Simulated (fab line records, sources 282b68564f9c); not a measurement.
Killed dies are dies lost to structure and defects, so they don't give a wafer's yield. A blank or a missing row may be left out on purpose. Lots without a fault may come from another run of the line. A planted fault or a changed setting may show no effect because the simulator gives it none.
Split-lot experiment | flow rit_cmos | 5 lots, 23 wafers read, on a route of 202 steps

THE SPLIT
At RIT_PLDD_IMPLANT_08, the setting energy_kev was moved away from the recipe's 20 on 6 of the 23 wafers read, by -5.4% to -4.6%. The other wafers ran this setting at the recipe's value.

FROM THE SPLIT TO THE READING: what the file shows between them, 1 step
- RIT_PLDD_STRIP_09: strips in O2, time 180 s

THE READING
PLDD_TW, at RIT_PLDD_TW_MEAS_10. Fault-free wafers of this fab line usually give 2387, standard deviation 16.

wafer  | tool, chamber at the split | energy_kev as run | against the recipe | PLDD_TW | against lot-mates on the recipe
L075.1 | implanter-02, 0            | 20                | recipe             | 2377    | -
L075.3 | implanter-02, 0            | 20                | recipe             | 2390    | -
L075.4 | implanter-02, 0            | 20                | recipe             | 2375    | -
L075.5 | implanter-02, 0            | 20                | recipe             | 2382    | -
L075.6 | implanter-02, 0            | 20                | recipe             | 2384    | -
L076.1 | implanter-03, 0            | 20                | recipe             | 2382    | -
L076.2 | implanter-03, 0            | 20                | recipe             | 2390    | -
L076.3 | implanter-03, 0            | 20                | recipe             | 2386    | -
L076.4 | implanter-03, 0            | 20                | recipe             | 2384    | -
L076.5 | implanter-03, 0            | 20                | recipe             | 2400    | -
L079.1 | implanter-02, 0            | 20                | recipe             | 2398    | -
L079.2 | implanter-02, 0            | 19.07             | -4.6%              | 2366    | -42
L079.3 | implanter-02, 0            | 19.07             | -4.6%              | 2378    | -30
L079.5 | implanter-02, 0            | 20                | recipe             | 2419    | -
L079.6 | implanter-02, 0            | 19.07             | -4.6%              | 2363    | -46
L082.1 | implanter-02, 0            | 18.92             | -5.4%              | 2362    | -24
L082.2 | implanter-02, 0            | 18.92             | -5.4%              | 2342    | -44
L082.3 | implanter-02, 0            | 20                | recipe             | 2390    | -
L082.4 | implanter-02, 0            | 20                | recipe             | 2381    | -
L082.6 | implanter-02, 0            | 18.92             | -5.4%              | 2350    | -36
L085.1 | implanter-03, 0            | 20                | recipe             | 2389    | -
L085.5 | implanter-03, 0            | 20                | recipe             | 2400    | -
L085.6 | implanter-03, 0            | 20                | recipe             | 2381    | -

THE FIT
A straight line over all 23 wafers: PLDD_TW changes by +5.81 for each +1% of energy_kev; r = +0.78; the points scatter about the line by 11.
The same after taking each lot's own level away (the mean of its wafers on the recipe; 23 wafers): +7.22 for each +1%; r = +0.91; scatter 7.8.
On that fit, the largest move of energy_kev shifts the reading by 39.
The lots' own levels span 2381.6 to 2408.5, that is 1.7 times the standard deviation above.
So the lot-to-lot level blurs the effect unless lot-mates are compared.
Check: with one of the wafers moved furthest among these (-5.4%) left out of the fit, the line predicts -42.8 for it against its lot-mates. It came out at -23.5 against them.

OTHER SPLITS ON THESE WAFERS
These wafers also went through other splits before the reading. Each is held against what the fit with the lots' levels taken away leaves over:
other split on the same wafers       | wafers away from the commonest value | r with PLDD_TW (lot level and that fit taken away)
RIT_ACTIVE_CVD_03 time_s             | 18                                   | +0.04
RIT_ACTIVE_DEVELOP_10 develop_time_s | 5                                    | -0.02
RIT_ACTIVE_ETCH_13 time_s            | 8                                    | +0.02
RIT_NWELL_COAT_01 spin_rpm           | 4                                    | +0.30
RIT_NRETRO_COAT_01 spin_rpm          | 5                                    | +0.03
RIT_NRETRO_IMPLANT_08 energy_kev     | 5                                    | -0.19
RIT_PRETRO_IMPLANT_08 energy_kev     | 6                                    | -0.06
RIT_GATE_CVD_08 temp_c               | 18                                   | +0.18
RIT_GATE_DEVELOP_15 develop_time_s   | 9                                    | +0.15

THE WHOLE CHAIN: every reading that the file lists as answering this split, in the file's order
step                | what it does | reading                                                         | change (the file's fit)                | r (the file's)
RIT_PLDD_IMPLANT_08 |              | implant.rp_nm (the simulator's own value, which no gauge read)  | +0.132 nm for each +1% of the setting  | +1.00
RIT_PLDD_IMPLANT_08 |              | implant.drp_nm (the simulator's own value, which no gauge read) | +0.0691 nm for each +1% of the setting | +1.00
RIT_PLDD_TW_MEAS_10 |              | PLDD_TW                                                         | +7.3 for each +1% of the setting       | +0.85

THE FILE'S OWN FIT
PLDD_TW changes by +7.3 for each +1% of energy_kev, r = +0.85.
